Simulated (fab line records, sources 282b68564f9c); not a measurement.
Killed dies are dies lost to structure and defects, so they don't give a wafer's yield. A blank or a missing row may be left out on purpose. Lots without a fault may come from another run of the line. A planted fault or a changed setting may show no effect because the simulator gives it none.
Which tool did it? | flow rit_cmos | 13 lots, 39 wafers sampled, at 5 steps of a route of 202

WHAT THE GAUGES READ, wafer by wafer
RIT_ACTIVE_THK_MEAS_04.
lot  | measured    | on            | ACTIVE_NITRIDE_THK (nm)
L529 | day 1 13:52 | film_metro-03 | 151.3 152.3 151.8
L530 | day 1 18:33 | film_metro-04 | 151.2 150.6 151.4
L531 | day 1 23:32 | film_metro-02 | 149.7 149.2 150.9
L532 | day 2 04:32 | film_metro-04 | 152.9 151.5 152.1
L533 | day 2 10:13 | film_metro-02 | 150.1 149.5 150.1
L534 | day 2 15:24 | film_metro-04 | 171.9 172.4 171.6
L537 | day 3 05:33 | film_metro-04 | 172.5 172.8 171.2
L547 | day 5 09:30 | film_metro-04 | 148.9 149.4 148.7
L548 | day 5 13:25 | film_metro-03 | 150.3 151.8 152.1
L549 | day 5 17:41 | film_metro-02 | 151.3 151.0 150.2
L550 | day 5 22:44 | film_metro-04 | 152.9 151.6 152.1
L551 | day 6 03:33 | film_metro-04 | 151.8 151.4 152.2
L552 | day 6 09:32 | film_metro-02 | 149.1 150.5 150.8

RIT_PWELL_OVL_MEAS_06.
lot  | measured    | on         | PWELL_OVL (nm)
L529 | day 2 00:34 | overlay-02 | -2.3 -2.5 -2.6
L530 | day 2 03:27 | overlay-02 | -0.9 0.5 -1.2
L531 | day 2 07:56 | overlay-02 | 1.8 2.4 2.7
L532 | day 2 13:35 | overlay-01 | -2.1 -1.8 -3.5
L533 | day 2 18:43 | overlay-02 | -0.6 -1.0 0.7
L534 | day 3 00:41 | overlay-02 | -1.1 -0.7 -0.9
L537 | day 3 17:14 | overlay-01 | -0.7 0.6 -1.0
L547 | day 5 19:12 | overlay-01 | 1.6 1.2 0.5
L548 | day 5 23:17 | overlay-01 | 0.8 3.1 1.5
L549 | day 6 02:04 | overlay-01 | -0.2 0.7 -0.1
L550 | day 6 07:11 | overlay-01 | 2.1 0.7 1.2
L551 | day 6 11:59 | overlay-01 | 0.4 0.5 0.8
L552 | day 6 20:10 | overlay-01 | 0.3 0.4 1.0

RIT_WELLDRIVE_RS_MEAS_01: measures by four-point-probe.
lot  | measured    | on            | NWELL_RS (ohm/sq)
L529 | day 2 07:08 | film_metro-01 | 275.3 276.2 275.7
L530 | day 2 09:34 | film_metro-01 | 276.8 276.6 276.8
L531 | day 2 13:41 | film_metro-01 | 274.7 275.0 274.0
L532 | day 2 19:20 | film_metro-02 | 275.2 274.1 275.2
L533 | day 3 00:29 | film_metro-04 | 276.3 276.1 275.4
L534 | day 3 06:28 | film_metro-01 | 275.5 275.5 276.0
L537 | day 3 23:08 | film_metro-02 | 276.0 276.1 276.0
L547 | day 6 01:00 | film_metro-01 | 274.8 275.3 274.6
L548 | day 6 05:02 | film_metro-02 | 274.8 274.9 274.2
L549 | day 6 07:51 | film_metro-01 | 276.3 275.9 275.7
L550 | day 6 12:58 | film_metro-01 | 275.0 275.5 275.0
L551 | day 6 18:03 | film_metro-04 | 275.1 275.3 274.2
L552 | day 7 01:56 | film_metro-01 | 275.9 275.8 276.5

WHICH TOOL RAN EACH LOT (tool, then ch and the chambers of the sampled wafers, then the start)
lot  | RIT_ACTIVE_CVD_03          | RIT_ACTIVE_ETCH_13
L529 | lpcvd-02 ch 1, day 1 12:26 | rie_diel-03 ch 0,2,3, day 1 15:02
L530 | lpcvd-01 ch 1, day 1 17:07 | rie_diel-01 ch 0,1, day 1 19:49
L531 | lpcvd-02 ch 0, day 1 22:07 | rie_diel-02 ch 1,2, day 2 00:50
L532 | lpcvd-01 ch 0, day 2 03:07 | rie_diel-03 ch 0,1,2, day 2 05:50
L533 | lpcvd-02 ch 1, day 2 08:48 | rie_diel-03 ch 0,2,3, day 2 11:23
L534 | lpcvd-01 ch 1, day 2 13:58 | rie_diel-01 ch 0,2,3, day 2 16:34
L537 | lpcvd-01 ch 1, day 3 04:07 | rie_diel-01 ch 0,2,3, day 3 06:43
L547 | lpcvd-01 ch 1, day 5 08:05 | rie_diel-03 ch 1,2,3, day 5 10:41
L548 | lpcvd-02 ch 0, day 5 12:00 | rie_diel-03 ch 0,2,3, day 5 14:47
L549 | lpcvd-01 ch 1, day 5 16:15 | rie_diel-03 ch 0,2,3, day 5 18:50
L550 | lpcvd-01 ch 1, day 5 21:17 | rie_diel-03 ch 0,3, day 6 00:06
L551 | lpcvd-01 ch 0, day 6 02:07 | rie_diel-01 ch 1,2,3, day 6 04:43
L552 | lpcvd-02 ch 0, day 6 08:06 | rie_diel-01 ch 1,2, day 6 10:50
- RIT_ACTIVE_CVD_03: deposits Si3N4 from SiH2Cl2/NH3, target thk 150 nm, time 1500 s.
- RIT_ACTIVE_ETCH_13: etches Si3N4 in SF6, stops on SiO2, time 210 s, target depth 210 nm.

WHAT THE TOOLS THEMSELVES READ (means of the sampled wafers that have a number; where no wafer has one, the mark that the record gives instead)
RIT_ACTIVE_CVD_03.
lot  | tool     | nh3_flow_sccm (sccm) | zone_power_centre_pct (%) | zone_power_load_pct (%)
L529 | lpcvd-02 | 150.6                | 33.3                      | 18.8
L530 | lpcvd-01 | 149.8                | 39.1                      | 23.4
L531 | lpcvd-02 | 150.2                | 32.8                      | 21.1
L532 | lpcvd-01 | 150.5                | 37.3                      | 19.8
L533 | lpcvd-02 | 150.2                | 33.5                      | 19.2
L534 | lpcvd-01 | 180.4                | 38.9                      | 23.4
L537 | lpcvd-01 | 180.3                | 38.6                      | 23.5
L547 | lpcvd-01 | 150.0                | 38.7                      | 23.4
L548 | lpcvd-02 | 149.4                | 32.7                      | 21.5
L549 | lpcvd-01 | 150.7                | 39.1                      | 23.6
L550 | lpcvd-01 | 149.4                | 38.7                      | 23.5
L551 | lpcvd-01 | 150.3                | 36.9                      | 19.5
L552 | lpcvd-02 | 149.9                | 32.8                      | 21.6

RIT_ACTIVE_ETCH_13.
lot  | tool        | SF6_flow_sccm (sccm) | drypump_motor_current_A (A) | oes_product_au (a.u.) | throttle_valve_pct (%)
L529 | rie_diel-03 | 199.7                | 5.9                         | 0.821                 | 7.43
L530 | rie_diel-01 | 200.0                | 5.5                         | 0.812                 | 7.59
L531 | rie_diel-02 | 199.7                | 6.5                         | 0.816                 | 7.64
L532 | rie_diel-03 | 199.6                | 6.0                         | 0.825                 | 7.52
L533 | rie_diel-03 | 200.4                | 5.9                         | 0.817                 | 7.41
L534 | rie_diel-01 | 200.6                | 6.0                         | 0.879                 | 7.44
L537 | rie_diel-01 | 200.3                | 6.0                         | 0.885                 | 7.46
L547 | rie_diel-03 | 200.4                | 6.0                         | 0.811                 | 7.47
L548 | rie_diel-03 | 199.9                | 5.9                         | 0.818                 | 7.43
L549 | rie_diel-03 | 200.2                | 5.9                         | 0.824                 | 7.42
L550 | rie_diel-03 | 200.0                | 6.0                         | 0.833                 | 7.45
L551 | rie_diel-01 | 200.1                | 5.9                         | 0.826                 | 7.38
L552 | rie_diel-01 | 199.9                | 5.7                         | 0.814                 | 7.48

THE ANSWER, worked out from the rows above alone
Rule: what is usual is taken from the lots themselves. Put in order of their means at a reading, lots are off if they are a third of the lots or fewer, leave a main group of 4 or more, and stand apart from it by a gap of 3 or more times the standard deviation of the main group's means; of several such gaps the widest counts. A main group whose means are all the same, to the digits that the tables above print for the reading, isn't used. A lot without any number at a reading at which 4 lots or more have one is off too. The other lots that the step has rows for count as sound. The gauges are gone through in route order, then the tools' own readings, and for those a lot's mean is taken as printed above. The first step at which some lot is off is used, and at that step the reading that is off furthest; a lot without a number counts as furthest.
Off: L534, L537, at RIT_ACTIVE_THK_MEAS_04 (ACTIVE_NITRIDE_THK). The main group: mean 150.9 nm, standard deviation 1.
A tool fits if, at a process step before that reading, it ran every lot that is off, and no sound lot after the first of them. The gauges at RIT_ACTIVE_THK_MEAS_04 aren't tried: what is off there is off at RIT_ACTIVE_CVD_03 too, on other tools, and a gauge's error can't cause that. None of those tried fits.

WHAT THE SIMULATOR HAD PUT IN
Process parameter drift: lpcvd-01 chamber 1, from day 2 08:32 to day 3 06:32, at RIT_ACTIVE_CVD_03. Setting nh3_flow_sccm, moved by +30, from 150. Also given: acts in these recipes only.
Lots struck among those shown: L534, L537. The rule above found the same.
